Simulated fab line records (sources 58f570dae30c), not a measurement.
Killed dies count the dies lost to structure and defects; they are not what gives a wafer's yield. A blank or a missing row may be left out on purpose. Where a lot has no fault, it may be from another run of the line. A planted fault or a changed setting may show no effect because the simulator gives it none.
Which of the tools did it? -- flow berkeley_cmos170 -- Sampling: 14 lots, 40 wafers, 6 of 331 route steps

WHAT EACH GAUGE READ, for each wafer
UCB170_CONTACT_OVL_MEAS_16. Usual: CONTACT_OVL 1 nm, standard deviation 5.9.
lot,measured,on,CONTACT_OVL (nm),flag
L183,day 8 14:29,overlay-02,-4 11 9,
L184,day 8 14:43,overlay-02,-3 -5 5,
L185,day 8 14:58,overlay-02,5 5 7,
L188,day 8 19:04,overlay-01,2 10 7,
L186,day 8 20:36,overlay-02,1 -9 -4,
L187,day 8 20:46,overlay-02,-4,
L191,day 9 20:39,overlay-02,3 5 6,
L192,day 9 20:56,overlay-02,-9 -13 -8,
L195,day 10 05:13,overlay-01,-7 2 -1,
L194,day 10 11:45,overlay-02,4 7 7,
L199,day 11 09:29,overlay-01,-11 -5 -10,
L202,day 12 05:05,overlay-02,6 0 0,
L201,day 12 11:48,overlay-02,4 -4 3,
L204,day 12 12:52,overlay-01,5 1 1,

UCB170_V1_THK_MEAS_04. Usual: V1_POLISHED_THK 1000.1 nm, standard deviation 1.2.
lot,measured,on,V1_POLISHED_THK (nm),flag
L183,day 8 19:04,film_metro-03,1001.2 1003.0 999.5,
L184,day 8 20:25,film_metro-04,1001.6 1000.1 1000.1,
L185,day 8 20:25,film_metro-03,1000.0 999.9 999.7,
L188,day 8 23:31,film_metro-04,999.9 1002.2 998.4,
L186,day 9 00:51,film_metro-04,1000.8 999.3 999.7,
L187,day 9 02:13,film_metro-01,1354.1,OFF
L191,day 10 01:23,film_metro-03,1002.5 1002.0 1001.0,
L192,day 10 02:35,film_metro-03,1002.0 1361.2 1000.1,OFF
L195,day 10 09:34,film_metro-03,1000.0 999.9 1000.6,
L194,day 10 18:16,film_metro-04,998.5 1002.2 999.2,
L199,day 11 15:47,film_metro-03,999.3 1000.7 998.2,
L202,day 12 09:36,film_metro-04,1000.5 999.8 999.2,
L201,day 12 16:53,film_metro-04,999.7 999.8 1000.6,
L204,day 12 19:31,film_metro-01,998.9 1000.1 1000.7,

UCB170_M2_THK_MEAS_03: measures by xrf. Usual: M2_AL_THK 878 nm, standard deviation 11.
lot,measured,on,M2_AL_THK (nm),flag
L183,day 8 21:05,film_metro-02,884 874 861,
L184,day 8 22:23,film_metro-02,870 865 870,
L185,day 8 22:55,film_metro-01,877 874 876,
L188,day 9 04:12,film_metro-02,874 864 886,
L186,day 9 03:55,film_metro-03,897 897 882,
L191,day 10 03:29,film_metro-03,900 890 896,
L192,day 10 04:38,film_metro-03,884 881,
L195,day 10 12:11,film_metro-03,860 877 882,
L194,day 10 20:25,film_metro-01,863 869 869,
L199,day 11 18:38,film_metro-01,881 872 887,
L202,day 12 12:39,film_metro-02,882 866 874,
L201,day 12 19:34,film_metro-02,888 890 896,
L204,day 12 21:36,film_metro-02,893 887 879,

WHAT TOOL EACH LOT RAN ON (gives the tool, then ch and the chambers of the sampled wafers, and finally the start)
lot,UCB170_CONTACT_STRIP_19,UCB170_V1_CMP_02,UCB170_V1_ETCH_14
L183,"plasma_asher-02 ch 0,1, day 8 14:41","cmp-02 ch 0,2,3, day 8 18:39","rie_diel-01 ch 0,1,3, day 8 20:26"
L184,"plasma_asher-04 ch 0,1, day 8 14:56","cmp-01 ch 2,3, day 8 20:02","rie_diel-02 ch 2,3, day 8 21:42"
L185,"plasma_asher-01 ch 0,1, day 8 15:11","cmp-02 ch 0,2, day 8 20:02","rie_diel-03 ch 0,2,3, day 8 22:13"
L188,"plasma_asher-02 ch 0,1, day 8 19:16","cmp-01 ch 0,3, day 8 23:09","rie_diel-03 ch 0,3, day 9 03:32"
L186,"plasma_asher-01 ch 0,1, day 8 20:48","cmp-01 ch 0,2,3, day 9 00:29","rie_diel-01 ch 1,2,3, day 9 03:15"
L187,"plasma_asher-04 ch 0, day 8 20:59","cmp-01 ch 1, day 9 01:49","rie_diel-02 ch 2, day 9 04:31"
L191,"plasma_asher-02 ch 0,1, day 9 20:52","cmp-02 ch 0,1,3, day 10 01:01","rie_diel-02 ch 0,1,3, day 10 02:48"
L192,"plasma_asher-01 ch 0,1, day 9 21:08","cmp-01 ch 1,2,3, day 10 02:16","rie_diel-03 ch 1,2,3, day 10 03:58"
L195,"plasma_asher-01 ch 1, day 10 05:25","cmp-02 ch 2,3, day 10 09:11","rie_diel-03 ch 1,2, day 10 11:30"
L194,"plasma_asher-04 ch 0,1, day 10 11:59","cmp-02 ch 0,3, day 10 17:50","rie_diel-03 ch 2,3, day 10 19:44"
L199,"plasma_asher-01 ch 0,1, day 11 09:43","cmp-02 ch 0,2,3, day 11 15:29","rie_diel-01 ch 0,1,2, day 11 17:56"
L202,"plasma_asher-02 ch 0,1, day 12 05:17","cmp-02 ch 0,1,2, day 12 09:17","rie_diel-02 ch 0,1, day 12 11:35"
L201,"plasma_asher-02 ch 0,1, day 12 12:01","cmp-02 ch 2,3, day 12 16:26","rie_diel-03 ch 0,1,2, day 12 18:52"
L204,"plasma_asher-04 ch 0,1, day 12 13:04","cmp-02 ch 1,2,3, day 12 19:15","rie_diel-02 ch 2,3, day 12 20:51"
- UCB170_CONTACT_STRIP_19: strips in O2.
- UCB170_V1_CMP_02: polishes SiO2.
- UCB170_V1_ETCH_14: etches SiO2 in CHF3/CF4/Ar, stops on Al, target depth 1250 nm, time 291 s.

WHAT THE TOOLS THEMSELVES READ (means of the sampled wafers that have a number; where no wafer has one, the mark that the record gives instead)
UCB170_CONTACT_STRIP_19. Usual: drypump_motor_current_A 5.8 A, standard deviation 0.51; oes_product_au 0.725 a.u., standard deviation 0.0041.
lot,tool,drypump_motor_current_A (A),oes_product_au (a.u.),flag
L183,plasma_asher-02,6.4,0.726,
L184,plasma_asher-04,6.1,0.725,
L185,plasma_asher-01,5.2,0.725,
L188,plasma_asher-02,6.4,0.725,
L186,plasma_asher-01,5.2,0.722,
L187,plasma_asher-04,6.2,0.722,
L191,plasma_asher-02,6.4,0.731,
L192,plasma_asher-01,5.2,0.726,
L195,plasma_asher-01,5.1,0.727,
L194,plasma_asher-04,6.1,0.727,
L199,plasma_asher-01,5.1,0.723,
L202,plasma_asher-02,6.4,0.719,
L201,plasma_asher-02,6.3,0.727,
L204,plasma_asher-04,6.1,0.728,

UCB170_V1_CMP_02. Usual: motor_current_A 16.0 A, standard deviation 0.99; platen_rpm 60.00 rpm, standard deviation 0.039.
lot,tool,motor_current_A (A),platen_rpm (rpm),flag
L183,cmp-02,16.6,59.99,
L184,cmp-01,16.9,59.98,
L185,cmp-02,16.7,59.99,
L188,cmp-01,15.6,59.96,
L186,cmp-01,16.1,59.98,
L187,cmp-01,15.5,59.93,
L191,cmp-02,16.0,59.99,
L192,cmp-01,16.0,60.03,
L195,cmp-02,17.1,59.98,
L194,cmp-02,16.5,60.03,
L199,cmp-02,16.9,59.95,
L202,cmp-02,15.9,60.04,
L201,cmp-02,17.6,60.00,
L204,cmp-02,16.6,60.02,

UCB170_V1_ETCH_14. Usual: drypump_motor_current_A 5.6 A, standard deviation 0.58; oes_product_au 0.871 a.u., standard deviation 0.012; rf_fwd_power_W 698.0 W, standard deviation 2.2; throttle_valve_pct 6.92 %, standard deviation 0.085.
lot,tool,drypump_motor_current_A (A),oes_product_au (a.u.),rf_fwd_power_W (W),throttle_valve_pct (%),flag
L183,rie_diel-01,6.1,0.863,697.5,6.97,
L184,rie_diel-02,5.3,0.871,698.6,7.00,
L185,rie_diel-03,5.9,0.875,697.1,6.97,
L188,rie_diel-03,5.9,0.874,697.7,6.97,
L186,rie_diel-01,5.8,0.856,698.2,6.96,
L187,rie_diel-02,5.8,1.007,695.6,6.97,OFF
L191,rie_diel-02,5.5,0.864,698.2,6.90,
L192,rie_diel-03,5.5,0.927,697.2,6.86,OFF
L195,rie_diel-03,5.5,0.876,698.1,6.80,
L194,rie_diel-03,6.0,0.890,695.6,6.95,
L199,rie_diel-01,5.8,0.868,698.9,6.97,
L202,rie_diel-02,5.6,0.873,694.8,6.83,
L201,rie_diel-03,5.9,0.871,699.5,6.90,
L204,rie_diel-02,5.2,0.870,698.0,6.99,

THE ANSWER, worked out from the rows above alone
Rule: a lot is off if the mean of its wafers that have a number lies more than 3 standard deviations from the usual mean. Also off: a lot with no number at a reading for which 4 or more lots have one. Any other lot the step has rows for is counted as sound. The gauges are gone through in route order, then the tools' own readings, and for those a lot's mean is taken as printed above. At the first step where some lot is off, the reading lying furthest off is the one used; lots without a number count as furthest.
Off: L187, L192, seen at UCB170_V1_THK_MEAS_04 (V1_POLISHED_THK).
If a tool, at a process step before that reading, ran all the lots that are off and no sound lot after the first of them, it fits. Not tried: the gauges at UCB170_V1_THK_MEAS_04; whatever is off there is also off at UCB170_V1_ETCH_14, on other tools, and gauge error can't account for it. One fits: cmp-01 at UCB170_V1_CMP_02. A fault onset in the window from L186 (day 9 00:29, its last sound lot) to L187 (day 9 01:49, its first lot off) fits.

WHAT THE SIMULATOR PUT IN
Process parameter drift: cmp-01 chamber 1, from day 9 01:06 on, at UCB170_V1_CMP_02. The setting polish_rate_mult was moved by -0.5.
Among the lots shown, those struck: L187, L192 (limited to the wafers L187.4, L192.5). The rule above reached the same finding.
